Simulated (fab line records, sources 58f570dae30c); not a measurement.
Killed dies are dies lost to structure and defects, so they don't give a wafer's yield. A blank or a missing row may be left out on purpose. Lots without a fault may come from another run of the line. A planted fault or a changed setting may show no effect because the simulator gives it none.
Problem report in the 8D (eight disciplines) form, filled by code | flow berkeley_cmos170 | the parts of the form that need people (team, actions taken, sign-off) are left out

1. THE PROBLEM
run_length_s at UCB170_M1_METAL_ETCH_12 reads a mean of 149.4 s on 4 wafers of 2 lots; wafers without a fault read 158.3 s with a standard deviation of 0.48. That is -18 standard deviations from the usual mean.
The step: etches Al in Cl2/BCl3, stops on PSG, target depth 780 nm, time 130 s.
First seen on wafer L294.1, day 11 12:53, on rie_metal-03. The record holds 18 wafers of 6 lots with a number at this step. Rule for "out", or "out of limits": more than 4 standard deviations from the usual mean. The other wafers with a number count as sound.

2. WHAT IT IS AND WHAT IT IS NOT
question                    | is                             | is not
which readings at this step | run_length_s, oes_product_au   | drypump_motor_current_A, throttle_valve_pct
which lots                  | L294, L297                     | L281, L282, L299, L301
which wafers of those lots  | L294.1, L294.5, L297.2, L297.4 | L294.6, L297.1
read on which tools         | rie_metal-03                   | rie_metal-04
when                        | from day 11 12:53              | up to then (7 sound wafers); but 7 sound wafers of L297, L299, L301 came after

3. SUSPECTS, AND WHAT RULES EACH OUT
Counting: a tool at a process step up to the reading stays a suspect if it ran every lot that is out. Sound lots after the first of them don't rule it out here, since some wafers of a struck lot are sound.
- pvd_sputter-01 at UCB170_M1_SPUTTER_00 (material Al, target thk 600 nm, time 80 s): kept. It ran every lot that is out, first L294 (day 11 11:11).
- rie_metal-03 at UCB170_M1_METAL_ETCH_12 (etches Al in Cl2/BCl3, stops on PSG, target depth 780 nm, time 130 s): kept. It ran every lot that is out, first L294 (day 11 12:53); its last sound lot up to then is L282 (day 9 18:13). Its own readings are out on those wafers: oes_product_au, run_length_s.
- Within rie_metal-03 at UCB170_M1_METAL_ETCH_12: the wafers that are out ran in chamber 0; their sound lot-mates ran in chamber 1.
Left after counting: pvd_sputter-01 at UCB170_M1_SPUTTER_00, rie_metal-03 at UCB170_M1_METAL_ETCH_12.

4. THE CAUSE (what the simulator had put in)
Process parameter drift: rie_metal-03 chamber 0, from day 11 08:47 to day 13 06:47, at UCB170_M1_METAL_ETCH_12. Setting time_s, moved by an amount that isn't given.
Counting left 2 suspects, and this tool is among them.

5. THE CHAIN OF EFFECTS, in route order
Each row: a reading whose mean over the struck wafers that have a number lies more than 3 standard deviations from the usual. Only readings for which the record gives a usual standard deviation are gone through. hours: the time from each lot's start at the first step in this table that gives one to its start at this step, as a median over the lots. sigmas: the change in usual standard deviations.
hours | step                    | reading        | usual      | on struck wafers | change | sigmas
0     | UCB170_M1_METAL_ETCH_12 | oes_product_au | 0.860 a.u. | 0.925            | +0.065 | +5.9
0     | UCB170_M1_METAL_ETCH_12 | run_length_s   | 158.3 s    | 149.4            | -8.9   | -18
The process steps in it:
- UCB170_M1_METAL_ETCH_12: etches Al in Cl2/BCl3, stops on PSG, target depth 780 nm, time 130 s.

6. WHAT WOULD HAVE CAUGHT IT SOONER
In this record the first reading out of limits was taken at day 11 12:53, 4 hours after the fault began at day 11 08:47.
